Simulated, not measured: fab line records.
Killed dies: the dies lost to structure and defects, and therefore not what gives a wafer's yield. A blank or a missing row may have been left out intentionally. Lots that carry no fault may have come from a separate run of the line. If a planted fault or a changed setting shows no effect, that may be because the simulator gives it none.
Comparing a struck lot with a sound one + flow rit_cmos + 28 out of 202 route steps
Sound: the wafers L763.3, L763.4, L763.5. The struck wafers were L766.2, L766.5, L766.6. Last of all comes the cause.
Per side, at each step with rows, come the tool, then ch with its chambers, and then its first start. Under that, the readings that differ: sound wafers + struck wafers + difference of the means + sigmas: that difference in standard deviations of wafers without a fault.
alike: readings with means less than 2 such deviations apart, plus words and numbers identical on both sides. not compared: withheld readings, readings lacking a value on some wafer, bounds such as >300 that could conceal the same value, and numbers that have no deviation in the record and whose values overlap.
Wherever a step has rows on one side only, a row that says differs or no value, or a row with sigmas, the two part there. Non-overlapping numbers with no deviation appear without sigmas and do not part them. A reading missing from all wafers of one side parts the sides only when that side holds two or more wafers.

RIT_ACTIVE_BOW_MEAS_00:
  sound: film_metro-02 at day 3 22:02; struck: film_metro-04 at day 4 13:01
  alike: INCOMING_BOW
RIT_ACTIVE_OXIDATION_01: target thk 46.8 nm, ox time 3360 s.
  sound on furnace-03 ch 0, day 3 22:10; struck on furnace-03 ch 0, day 4 17:10
| reading                                       | sound                | struck               | difference | sigmas      |
|-----------------------------------------------|----------------------|----------------------|------------|-------------|
| spike_tc_centre_C (C)                         | 1004.6 1005.7 1003.7 | 978.1 977.0 977.9    | -27.0      | -19         |
| spike_tc_load_C (C)                           | 1028.7 1029.2 1028.9 | 1004.1 1002.9 1004.4 | -25.1      | -21         |
| spike_tc_source_C (C)                         | 1025.7 1022.2 1023.5 | 998.3 996.9 999.0    | -25.7      | -21         |
| tube_center_temp_C (C)                        | 1000.1 999.84 1000.2 | 974.95 975.16 974.83 | -25.07     | -99 or more |
| tube_center_temp_C_max                        | 1003.2 1002.0 1003.0 | 977.6 978.4 977.4    | -24.9      | -64         |
| model.SiO2_of_ACTIVE_OXIDATION_01.thk_nm (nm) | 46.87 46.67 47.25    | 38.59 37.8 37.24     | -9.05      |             |
RIT_ACTIVE_THK_MEAS_02:
  sound: film_metro-04 at day 4 00:08; struck: film_metro-03 at day 4 19:06
| reading               | sound          | struck         | difference | sigmas |
|-----------------------|----------------|----------------|------------|--------|
| ACTIVE_OXIDE_THK (nm) | 46.8 46.7 47.3 | 38.6 37.8 37.2 | -9.1       | -11    |
then, 1 step without rows for these wafers: RIT_ACTIVE_CVD_03 (deposits Si3N4 from SiH2Cl2/NH3, target thk 150 nm, time 1500 s).
RIT_ACTIVE_THK_MEAS_04:
  sound: film_metro-03 at day 4 01:36; struck: film_metro-03 at day 4 20:35
  alike: ACTIVE_NITRIDE_THK
then, 6 steps without rows for these wafers: RIT_ACTIVE_HMDS_05 (prime time 60 s); RIT_ACTIVE_COAT_06 (resist thk 1000 nm); RIT_ACTIVE_SOFTBAKE_07 (time 60 s); RIT_ACTIVE_EXPOSE_08 (exposes mask M1, target cd 1400 nm); RIT_ACTIVE_PEB_09; RIT_ACTIVE_DEVELOP_10 (develop time 50 s).
RIT_ACTIVE_CD_MEAS_11: the cd target is 1400 nm.
  sound: cd_sem-02 at day 4 02:32; struck: cd_sem-02 at day 4 21:37
  alike: cd_nm
then, 1 step without rows for these wafers: RIT_ACTIVE_HARDBAKE_12 (time 60 s).
RIT_ACTIVE_ETCH_13: etches Si3N4 in SF6, stops on SiO2, time 210 s, target depth 210 nm.
  sound on rie_diel-04 ch 0,1,2, day 4 02:46; struck on rie_diel-04 ch 0,1,2, day 4 21:52
  alike: drypump_motor_current_A, oes_product_au, throttle_valve_pct
  not compared: rf_hours_counter_h
RIT_ACTIVE_STRIP_14: strips in O2, time 180 s.
  sound on plasma_asher-04 ch 0,1, day 4 02:57; struck on plasma_asher-01 ch 0,1, day 4 22:00
  alike: drypump_motor_current_A
  not compared: rf_hours_counter_h
RIT_ACTIVE_CD_MEAS_90: the cd target is 1400 nm.
  sound: cd_sem-01 at day 4 03:07; struck: cd_sem-01 at day 4 22:12
  alike: cd_nm
then, 4 steps without rows for these wafers: RIT_ACTIVE_CLEAN_15 (cleans in SC1, time 575.9 s); RIT_ACTIVE_CLEAN_16 (cleans in dHF, time 30 s); RIT_ACTIVE_CLEAN_17 (cleans in SC2, time 600 s); RIT_FOX1_OXIDATION_00 (target thk 350.7 nm, ox time 1130 s).
RIT_FOX1_THK_MEAS_01:
  sound: film_metro-01 at day 4 08:56; struck: film_metro-03 at day 5 01:12
  alike: FOX1_OXIDE_THK
then, 2 steps without rows for these wafers: RIT_FOX1_WET_ETCH_02 (etches SiO2 in BOE, target depth 350 nm, time 390 s); RIT_FOX2_OXIDATION_00 (target thk 350.7 nm, ox time 1130 s).
RIT_FOX2_THK_MEAS_01:
  sound: film_metro-01 at day 4 12:12; struck: film_metro-03 at day 5 03:32
  alike: FOX2_OXIDE_THK
then, 1 step without rows for these wafers: RIT_FOX2_CLEAN_02 (cleans in dHF, time 180 s).
RIT_FOX2_WET_ETCH_03: etches Si3N4 in H3PO4, target depth 195 nm, time 2700 s.
  sound on wet_bench-02 ch 2, day 4 12:18; struck on wet_bench-02 ch 3, day 5 03:38
| reading                                       | sound             | struck            | difference | sigmas |
|-----------------------------------------------|-------------------|-------------------|------------|--------|
| model.SiO2_of_ACTIVE_OXIDATION_01.thk_nm (nm) | 41.51 41.34 41.87 | 34.42 33.72 33.21 | -7.79      |        |
RIT_FOX2_THK_MEAS_90:
  sound: film_metro-01 at day 4 13:09; struck: film_metro-04 at day 5 04:25
  alike: FIELD_OXIDE_LEFT_1_THK
RIT_M1_PROBE_99:
  sound: prober-02 at day 6 14:57; struck: prober-01 at day 6 23:33
  alike: killed_at_contacts, killed_at_front_end, killed_dies, killed_open, killed_short

WHERE THEY PART
Earliest at RIT_ACTIVE_OXIDATION_01; latest, in this record, at RIT_ACTIVE_THK_MEAS_02. Later steps at which nothing parts them and some readings are alike: RIT_ACTIVE_THK_MEAS_04, RIT_ACTIVE_CD_MEAS_11, RIT_ACTIVE_ETCH_13, RIT_ACTIVE_STRIP_14, RIT_ACTIVE_CD_MEAS_90, RIT_FOX1_THK_MEAS_01, RIT_FOX2_THK_MEAS_01, RIT_FOX2_THK_MEAS_90, RIT_M1_PROBE_99.

WHY: what had been put in by the simulator
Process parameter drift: furnace-03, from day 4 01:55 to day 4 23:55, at RIT_ACTIVE_OXIDATION_01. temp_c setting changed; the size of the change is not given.
